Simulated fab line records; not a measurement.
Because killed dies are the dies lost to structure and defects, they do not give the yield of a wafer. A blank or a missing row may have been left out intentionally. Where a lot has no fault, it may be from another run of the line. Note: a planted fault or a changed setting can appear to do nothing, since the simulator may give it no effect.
Lot-split experiment ; flow rit-cmos ; on a route of 202 steps: 5 lots, 23 wafers read

## THE SPLIT
At RIT_M1_COAT_04 (resist thk 1300 nm), the setting resist-thk-nm was moved away from the recipe's 1300 nm on 7 of the 23 wafers read, by -4.4% to +4.4%. This setting was run at the recipe's value on the other wafers.

## FROM THE SPLIT TO THE READING: what the file shows between them, 4 steps
- RIT_M1_SOFTBAKE_05: time 60 s
- RIT_M1_EXPOSE_06: exposes mask M12, target cd 2600 nm
- RIT_M1_PEB_07
- RIT_M1_DEVELOP_08: develop time 68 s

## THE READING
Shown in nm: cd-nm at RIT_M1_CD_MEAS_09, with target cd 2600 nm. On this fab line, fault-free wafers typically give 2600.7 nm with a standard deviation of 2.1 nm.

wafer;tool, chamber at the split;resist-thk-nm as run, nm;against the recipe;cd-nm, nm;against lot-mates on the recipe
L075.1;litho-track-01, 0;1300;recipe;2599.2;-
L075.2;litho-track-01, 0;1243;-4.4%;2592.5;-6.6
L075.3;litho-track-01, 0;1243;-4.4%;2596.0;-3.1
L075.4;litho-track-01, 0;1243;-4.4%;2593.6;-5.5
L075.6;litho-track-01, 0;1300;recipe;2599.1;-
L074.2;litho-track-02, 0;1300;recipe;2602.9;-
L074.3;litho-track-02, 0;1300;recipe;2601.5;-
L074.4;litho-track-02, 0;1300;recipe;2604.3;-
L074.5;litho-track-02, 0;1300;recipe;2604.6;-
L074.6;litho-track-02, 0;1300;recipe;2604.6;-
L076.3;litho-track-03, 0;1300;recipe;2599.7;-
L076.4;litho-track-03, 0;1300;recipe;2599.7;-
L076.5;litho-track-03, 0;1300;recipe;2600.2;-
L080.1;litho-track-01, 0;1260;-3.1%;2593.9;-5.8
L080.2;litho-track-01, 0;1260;-3.1%;2597.2;-2.5
L080.4;litho-track-01, 0;1300;recipe;2599.9;-
L080.5;litho-track-01, 0;1300;recipe;2599.7;-
L080.6;litho-track-01, 0;1300;recipe;2599.6;-
L084.2;litho-track-01, 0;1300;recipe;2604.1;-
L084.3;litho-track-01, 0;1300;recipe;2604.7;-
L084.4;litho-track-01, 0;1300;recipe;2601.8;-
L084.5;litho-track-01, 0;1357;+4.4%;2608.1;+4.6
L084.6;litho-track-01, 0;1357;+4.4%;2607.3;+3.8

THE FIT
A straight line over all 23 wafers: cd-nm changes by +1.63 nm for each +1% of resist-thk-nm; r = +0.87; the points scatter about the line by 2.1 nm.
The same after taking each lot's own level away (the mean of its wafers on the recipe; 23 wafers): +1.11 nm for each +1%; r = +0.92; scatter 1.1 nm.
Per that fit: largest resist-thk-nm move, reading shift of 4.9 nm.
Measured against the standard deviation above, the lots' own levels, which go from 2599.15 to 2603.58 nm, span 2.1 times it.
So the lot-to-lot level changes the slope: the two fits differ.
Check: -4.67 nm against its lot-mates is what the line predicts for one of the wafers moved furthest among these (-4.4%) when that wafer is left out of the fit. It came out at -6.65 nm against them.

## OTHER SPLITS ON THESE WAFERS
These wafers also went through other splits before the reading. Each is held against what the fit with the lots' levels taken away leaves over:
other split on the same wafers;wafers away from the commonest value;r with cd-nm (lot level and that fit taken away)
RIT_M1_SPUTTER_00 time-s;8;+0.22

## THE WHOLE CHAIN: every reading that the file lists as answering this split, in the file's order
step;what it does;reading;change (the file's fit);r (the file's)
RIT_M1_COAT_04;resist thk 1300 nm;NOVOLAK_of_M1_COAT_04.thk-nm (the simulator's own value, which no gauge read);+13.3 nm for each +1% of the setting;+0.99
RIT_M1_CD_MEAS_09;target cd 2600 nm;cd-nm;+1.11 nm for each +1% of the setting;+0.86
RIT_M1_HARDBAKE_11;time 120 s;NOVOLAK_of_M1_COAT_04.thk-nm (the simulator's own value, which no gauge read);+11.4 nm for each +1% of the setting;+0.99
RIT_M1_METAL_ETCH_12;etches Al in Cl2/BCl3, stops on SiO2, time 165 s, target depth 600 nm;NOVOLAK_of_M1_COAT_04.thk-nm (the simulator's own value, which no gauge read);+12.3 nm for each +1% of the setting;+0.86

## FILE'S OWN FIT
cd-nm changes by +1.11 nm for each +1% of resist-thk-nm, r = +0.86.
